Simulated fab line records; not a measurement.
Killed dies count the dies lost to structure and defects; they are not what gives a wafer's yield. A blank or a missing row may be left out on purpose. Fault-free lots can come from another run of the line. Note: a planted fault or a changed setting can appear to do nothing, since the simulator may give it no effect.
The same fault as seen by 2 desks    flow berkeleyCmos170    only its own numbers are on each desk; what lay behind them is given at the end

== AT THE METROLOGY DESK ==
What the gauges read, lot by lot, whatever tool the lot ran on: means of the sampled wafers that have a number. If a lot's mean is further than 4 standard deviations from the usual mean, the lot is out of limits and carries the mark OUT (the distance appears in the brackets).
Columns: A = V1_BOW at UCB170_V1_BOW_MEAS_03, usual 17 um; B = V1_POLISHED_THK at UCB170_V1_THK_MEAS_04, usual 1000.0 nm; C = cdNm at UCB170_V1_CD_MEAS_12, usual 699.9 nm; D = V1_OVL at UCB170_V1_OVL_MEAS_13, usual -2 nm; E = cdNm at UCB170_V1_CD_MEAS_90, usual 699.4 nm
lot   first seen here  A   B       C      D   E
L753  day 9 10:38      18  1000.5  699.1  7   698.5
L758  day 10 15:41     17  998.3   698.4  1   698.4
L765  day 11 13:56     23  1000.7  699.8  -9  700.3
L764  day 11 15:18     19  1000.8  700.2  6   703.7
L770  day 12 19:46     14  998.8   699.4  -1  702.5
L772  day 13 02:25     23  1000.5  699.2  -5  698.4
This desk's finding: nothing out of limits on any of the 6 lots.

== THE TOOL OWNER'S DESK: rieDiel-01 ==
The tool's own readings at UCB170_V1_ETCH_14 (etches SiO2 in CHF3/CF4/Ar, stops on Al, target depth 1250 nm, time 291 s): means of the sampled wafers that have a number, for each lot that ran on this tool. If a lot's mean is further than 4 standard deviations from the usual mean, the lot is out of limits and carries the mark OUT (the distance appears in the brackets).
Columns: A = CHF3_flow_sccm at UCB170_V1_ETCH_14, usual 45.02 sccm; B = chamberPressureMTorr at UCB170_V1_ETCH_14, usual 200.00 mTorr; C = drypumpMotorCurrentA at UCB170_V1_ETCH_14, usual 5.5 A; D = oesProductAu at UCB170_V1_ETCH_14, usual 0.867 a.u.; E = rfFwdPowerW at UCB170_V1_ETCH_14, usual 697.7 W; F = throttleValvePct at UCB170_V1_ETCH_14, usual 6.97 %
lot   first seen here  A      B       C    D      E                F
L758  day 10 17:27     45.07  200.02  5.2  0.861  697.2            6.99
L764  day 11 17:56     44.96  200.06  5.2  0.867  861.0 (+82) OUT  6.99
L770  day 12 23:02     45.08  199.69  5.2  0.867  861.2 (+82) OUT  6.99
This desk finds L764, L770 out of limits, L764 being first, at day 11 17:56 (rfFwdPowerW at UCB170_V1_ETCH_14). L758: within limits.

== ALL TOGETHER ==
On L764, L770, at day 11 17:56, an alarm was possible from the tool owner's desk.
From the metrology desk's view, nothing was out of limits.
The metrology desk holds a record of L764, L770, inside its limits.
The lots listed all ran UCB170_V1_ETCH_14 on rieDiel-01.

== WHAT THE SIMULATOR PUT IN ==
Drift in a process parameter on rieDiel-01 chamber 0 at UCB170_V1_ETCH_14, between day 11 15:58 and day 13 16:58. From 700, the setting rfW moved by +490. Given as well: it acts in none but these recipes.
Shown lots that were struck: L764, L770.
Time in hours from fault onset to the first out-of-limits reading at each desk: the tool owner's desk, 2.
